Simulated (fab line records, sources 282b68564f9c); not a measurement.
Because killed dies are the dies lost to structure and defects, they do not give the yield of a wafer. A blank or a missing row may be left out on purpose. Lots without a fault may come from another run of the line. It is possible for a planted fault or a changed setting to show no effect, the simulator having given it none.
Comparing a struck lot with a sound one || flow rit_cmos || 15 out of 202 route steps
Sound: the wafers L856.2, L856.3, L856.5. Struck: wafers L854.1, L854.2, L854.5. At the end, the cause is stated.
For every step that has rows: the tool of each side, followed by ch and its chambers, followed by its first start. Under that, the readings that differ: sound wafers || struck wafers || difference of the means || sigmas: that difference in standard deviations of wafers without a fault.
alike: words and numbers the same on both sides, and readings whose means are apart by under 2 such deviations; not compared: readings that were withheld, readings missing a value for some wafer, numbers with overlapping values and no deviation given by the record, and bounds like >300 which may hide the same value.
The two part at a step that has a row with sigmas, a row that says differs or no value, or rows on one side only. Numbers that have no deviation but don't overlap get no sigmas and don't part them. A reading that every wafer of one side lacks parts them only if that side has two wafers or more.

first, 5 steps without rows for these wafers: RIT_NSD_COAT_01 (resist thk 1000 nm); RIT_NSD_SOFTBAKE_02 (time 60 s); RIT_NSD_EXPOSE_03 (exposes mask M9, target cd 40700 nm); RIT_NSD_PEB_04; RIT_NSD_DEVELOP_05 (develop time 50 s).
RIT_NSD_OVL_MEAS_06:
  sound on overlay-02 at day 6 16:34; struck on overlay-01 at day 6 05:43
  alike: NSD_OVL
then, 2 steps without rows for these wafers: RIT_NSD_HARDBAKE_07 (time 60 s); RIT_NSD_IMPLANT_08.
RIT_NSD_STRIP_09: strips in O2, time 180 s.
  sound on plasma_asher-03 ch 0,1, day 6 16:53; struck on plasma_asher-03 ch 0,1, day 6 06:04
  alike: drypump_motor_current_A
  not compared: rf_hours_counter_h
RIT_NSD_TW_MEAS_10:
  sound on film_metro-02 at day 6 17:04; struck on film_metro-03 at day 6 06:14
{"reading": "NSD_TW", "sound": "3174 3166 3158", "struck": "3037 3061 3069", "difference": -110, "sigmas": -3}
then, 2 steps without rows for these wafers: RIT_PSD_HMDS_00 (prime time 60 s); RIT_PSD_COAT_01 (resist thk 1005 nm).
RIT_PSD_SOFTBAKE_02: time 60 s.
  sound on litho_track-04 ch 0, day 6 17:27; struck on litho_track-02 ch 0, day 6 06:35
{"reading": "heater_power_total_W (W)", "sound": "34.61 34.63 34.50", "struck": "36.51 36.50 36.59", "difference": "+1.95", "sigmas": "+38"}
{"reading": "run_length_s (s)", "sound": "89.16 88.98 89.19", "struck": "78.84 78.73 78.97", "difference": -10.26, "sigmas": -86}
  alike: chill_plate_temp_C, exhaust_pa
then, 1 step without rows for these wafers: RIT_PSD_EXPOSE_03 (exposes mask M10, target cd 40900 nm).
RIT_M1_PROBE_99:
  sound on prober-02 at day 7 02:43; struck on prober-02 at day 6 15:45
  alike: killed_at_contacts, killed_at_front_end, killed_dies, killed_on_rim, killed_open, killed_short

WHERE THEY PART
At RIT_NSD_TW_MEAS_10 first; at RIT_PSD_SOFTBAKE_02 last (within this record only). Later steps at which nothing parts them and some readings are alike: RIT_M1_PROBE_99.

WHY: the cause the simulator had injected
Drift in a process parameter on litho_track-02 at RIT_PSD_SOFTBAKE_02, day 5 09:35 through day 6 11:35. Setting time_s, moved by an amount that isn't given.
